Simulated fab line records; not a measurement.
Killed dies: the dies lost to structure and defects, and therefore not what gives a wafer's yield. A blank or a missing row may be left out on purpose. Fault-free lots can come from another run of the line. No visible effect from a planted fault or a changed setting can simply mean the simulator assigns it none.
A single fault, viewed from 2 desks || flow berkeley_cmos170 || every desk sees just its own numbers, and what lay behind them comes last

== DESK OF THE TOOL OWNER: litho_track-03 ==
The tool's own readings at UCB170_PLDD_PEB_04, given as means over the sampled wafers that have a number, one for each lot that went through this tool. If a lot's mean is further than 4 standard deviations from the usual mean, the lot is out of limits and carries the mark OUT (the distance appears in the brackets).
Columns: A = heater_power_total_W at UCB170_PLDD_PEB_04, usual 56.81 W; B = plate_temp_C at UCB170_PLDD_PEB_04, usual 129.98 C
{"lot": "L326", "first seen here": "day 8 13:00", "A": 56.81, "B": 130.09}
{"lot": "L328", "first seen here": "day 9 08:39", "A": 56.80, "B": 130.01}
{"lot": "L332", "first seen here": "day 9 09:11", "A": "59.33 (+60) OUT", "B": "134.45 (+32) OUT"}
{"lot": "L333", "first seen here": "day 10 04:14", "A": "59.32 (+60) OUT", "B": "134.43 (+32) OUT"}
This desk's verdict: out of limits on L332, L333, starting with L332 at day 9 09:11 (heater_power_total_W at UCB170_PLDD_PEB_04). Within limits: L326, L328.

== AT THE METROLOGY DESK ==
Means of the sampled wafers that have a number, per lot and without regard to the tool the lot ran on: this is what the gauges read. If a lot's mean is further than 4 standard deviations from the usual mean, the lot is out of limits and carries the mark OUT (the distance appears in the brackets).
Columns: A = cd_nm at UCB170_GATE_CD_MEAS_12, usual 349.9 nm; B = cd_nm at UCB170_PLDD_CD_MEAS_06, usual 1199.8 nm; C = cd_nm at UCB170_NLDD_CD_MEAS_06, usual 1200.4 nm
{"lot": "L320", "first seen here": "day 7 19:28", "A": 350.7, "B": 1202.3, "C": 1201.5}
{"lot": "L321", "first seen here": "day 7 19:39", "A": 348.7, "B": 1198.5, "C": 1199.3}
{"lot": "L322", "first seen here": "day 7 19:46", "A": 348.4, "B": 1198.5, "C": 1201.6}
{"lot": "L323", "first seen here": "day 8 08:25", "A": 350.2, "B": 1198.4, "C": 1198.7}
{"lot": "L324", "first seen here": "day 8 09:01", "A": 349.5, "B": 1201.6, "C": 1199.0}
{"lot": "L326", "first seen here": "day 8 09:34", "A": 350.2, "B": 1200.6, "C": 1200.4}
{"lot": "L328", "first seen here": "day 9 06:28", "A": 351.5, "B": 1198.5, "C": 1200.1}
{"lot": "L331", "first seen here": "day 9 06:43", "A": 350.2, "B": 1198.3, "C": 1200.3}
{"lot": "L332", "first seen here": "day 9 06:50", "A": 348.5, "B": "1225.0 (+19) OUT", "C": 1200.0}
{"lot": "L333", "first seen here": "day 10 01:58", "A": 348.4, "B": "1220.0 (+16) OUT", "C": 1202.8}
{"lot": "L337", "first seen here": "day 10 17:53", "A": 353.1, "B": 1199.9, "C": 1199.7}
{"lot": "L339", "first seen here": "day 11 09:48", "A": 348.3, "B": 1200.6, "C": 1200.2}
{"lot": "L338", "first seen here": "day 11 10:32", "A": 350.0, "B": 1198.7, "C": 1197.6}
{"lot": "L342", "first seen here": "day 11 21:16", "A": 350.1, "B": 1199.4, "C": 1202.8}
This desk's verdict: out of limits on L332, L333, starting with L332 at day 9 09:28 (cd_nm at UCB170_PLDD_CD_MEAS_06). Within limits: L320, L321, L322, L323, L324, L326, L328, L331, L337, L339, L338, L342.

== ALL TOGETHER ==
On L332, L333, at day 9 09:11, an alarm was possible from the tool owner's desk.
The metrology desk could have raised an alarm at day 9 09:28, on L332, L333.
The lots listed all ran UCB170_PLDD_PEB_04 on litho_track-03.

== WHAT THE SIMULATOR HAD INSERTED ==
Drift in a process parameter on litho_track-03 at UCB170_PLDD_PEB_04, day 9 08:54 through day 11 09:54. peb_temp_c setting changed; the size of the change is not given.
Lots struck among those shown: L332, L333.
Fault start to first reading out of limits, in hours, per desk: tool owner, 0; metrology, 1.
